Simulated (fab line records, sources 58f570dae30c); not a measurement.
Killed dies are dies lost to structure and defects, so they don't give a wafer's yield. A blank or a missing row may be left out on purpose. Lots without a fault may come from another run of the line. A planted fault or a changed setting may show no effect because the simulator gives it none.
Split-lot experiment | flow berkeley_cmos170 | 5 lots, 23 wafers read, on a route of 331 steps

THE SPLIT
At UCB170_CONTACT_EXPOSE_12 (exposes mask CONT, target cd 700 nm), the setting dose_mj was moved away from the recipe's 35 on 10 of the 23 wafers read, by -6.7% to +1.9%. The other wafers ran this setting at the recipe's value.

FROM THE SPLIT TO THE READING: what the file shows between them, 6 steps
- UCB170_CONTACT_PEB_13
- UCB170_CONTACT_DEVELOP_14: develop time 45 s
- UCB170_CONTACT_CD_MEAS_15: target cd 700 nm
- UCB170_CONTACT_ETCH_17: etches BARC in N2/H2 (also split here: bias_w)
- UCB170_CONTACT_ETCH_18: etches PSG in CHF3/CF4/Ar, stops on TiSi2, target depth 840 nm, time 195 s
- UCB170_CONTACT_STRIP_19: strips in O2

THE READING
cd_nm, in nm, at UCB170_CONTACT_CD_MEAS_90 (target cd 700 nm). Fault-free wafers of this fab line usually give 700.2 nm, standard deviation 1.5 nm.

wafer  | tool, chamber at the split | dose_mj as run | against the recipe | cd_nm, nm | against lot-mates on the recipe
L074.2 | krf_scanner-02, 0          | 35             | recipe             | 699.1     | -
L074.4 | krf_scanner-02, 0          | 35             | recipe             | 698.7     | -
L074.6 | krf_scanner-02, 0          | 35             | recipe             | 699.8     | -
L079.1 | krf_scanner-02, 0          | 35.67          | +1.9%              | 702.8     | +2.8
L079.3 | krf_scanner-02, 0          | 35             | recipe             | 700.4     | -
L079.4 | krf_scanner-02, 0          | 35             | recipe             | 699.6     | -
L079.5 | krf_scanner-02, 0          | 35.67          | +1.9%              | 702.8     | +2.8
L079.6 | krf_scanner-02, 0          | 35.67          | +1.9%              | 702.9     | +2.9
L078.1 | krf_scanner-02, 0          | 33.01          | -5.7%              | 688.5     | -11.5
L078.2 | krf_scanner-02, 0          | 35             | recipe             | 701.1     | -
L078.3 | krf_scanner-02, 0          | 35             | recipe             | 698.2     | -
L078.5 | krf_scanner-02, 0          | 33.01          | -5.7%              | 688.3     | -11.7
L078.6 | krf_scanner-02, 0          | 35             | recipe             | 700.6     | -
L084.1 | krf_scanner-02, 0          | 32.67          | -6.7%              | 688.7     | -13.5
L084.3 | krf_scanner-02, 0          | 35             | recipe             | 701.2     | -
L084.4 | krf_scanner-02, 0          | 35             | recipe             | 703.2     | -
L084.5 | krf_scanner-02, 0          | 32.67          | -6.7%              | 688.2     | -14.0
L084.6 | krf_scanner-02, 0          | 32.67          | -6.7%              | 689.2     | -13.0
L085.1 | krf_scanner-02, 0          | 35             | recipe             | 704.3     | -
L085.2 | krf_scanner-02, 0          | 35             | recipe             | 702.5     | -
L085.3 | krf_scanner-02, 0          | 32.66          | -6.7%              | 691.0     | -12.0
L085.4 | krf_scanner-02, 0          | 35             | recipe             | 702.3     | -
L085.6 | krf_scanner-02, 0          | 32.66          | -6.7%              | 689.6     | -13.4

THE FIT
A straight line over all 23 wafers: cd_nm changes by +1.75 nm for each +1% of dose_mj; r = +0.96; the points scatter about the line by 1.7 nm.
The same after taking each lot's own level away (the mean of its wafers on the recipe; 23 wafers): +1.94 nm for each +1%; r = +0.99; scatter 0.83 nm.
On that fit, the largest move of dose_mj shifts the reading by 13 nm.
The lots' own levels span 699.20 to 703.03 nm, that is 2.6 times the standard deviation above.
So the lot-to-lot level changes the slope little: the two slopes agree.
Check: with one of the wafers moved furthest among these (-6.7%) left out of the fit, the line predicts -13.4 nm for it against its lot-mates. It came out at -12 nm against them.

OTHER SPLITS ON THESE WAFERS
These wafers also went through other splits before the reading. Each is held against what the fit with the lots' levels taken away leaves over:
other split on the same wafers | wafers away from the commonest value | r with cd_nm (lot level and that fit taken away)
UCB170_SDANNEAL_RTA_01 time_s  | 6                                    | +0.37
UCB170_CONTACT_ETCH_17 bias_w  | 6                                    | +0.24

THE WHOLE CHAIN: every reading that the file lists as answering this split, in the file's order
step                      | what it does                                                               | reading                                                        | change (the file's fit)              | r (the file's)
UCB170_CONTACT_CD_MEAS_15 | target cd 700 nm                                                           | cd_nm                                                          | +1.87 nm for each +1% of the setting | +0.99
UCB170_CONTACT_ETCH_17    | etches BARC in N2/H2                                                       | CONTACT.cd_nm (the simulator's own value, which no gauge read) | +1.93 nm for each +1% of the setting | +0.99
UCB170_CONTACT_ETCH_18    | etches PSG in CHF3/CF4/Ar, stops on TiSi2, target depth 840 nm, time 195 s | CONTACT.cd_nm (the simulator's own value, which no gauge read) | +1.96 nm for each +1% of the setting | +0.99
UCB170_CONTACT_CD_MEAS_90 | target cd 700 nm                                                           | cd_nm                                                          | +1.97 nm for each +1% of the setting | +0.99

THE FILE'S OWN FIT
cd_nm changes by +1.97 nm for each +1% of dose_mj, r = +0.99.
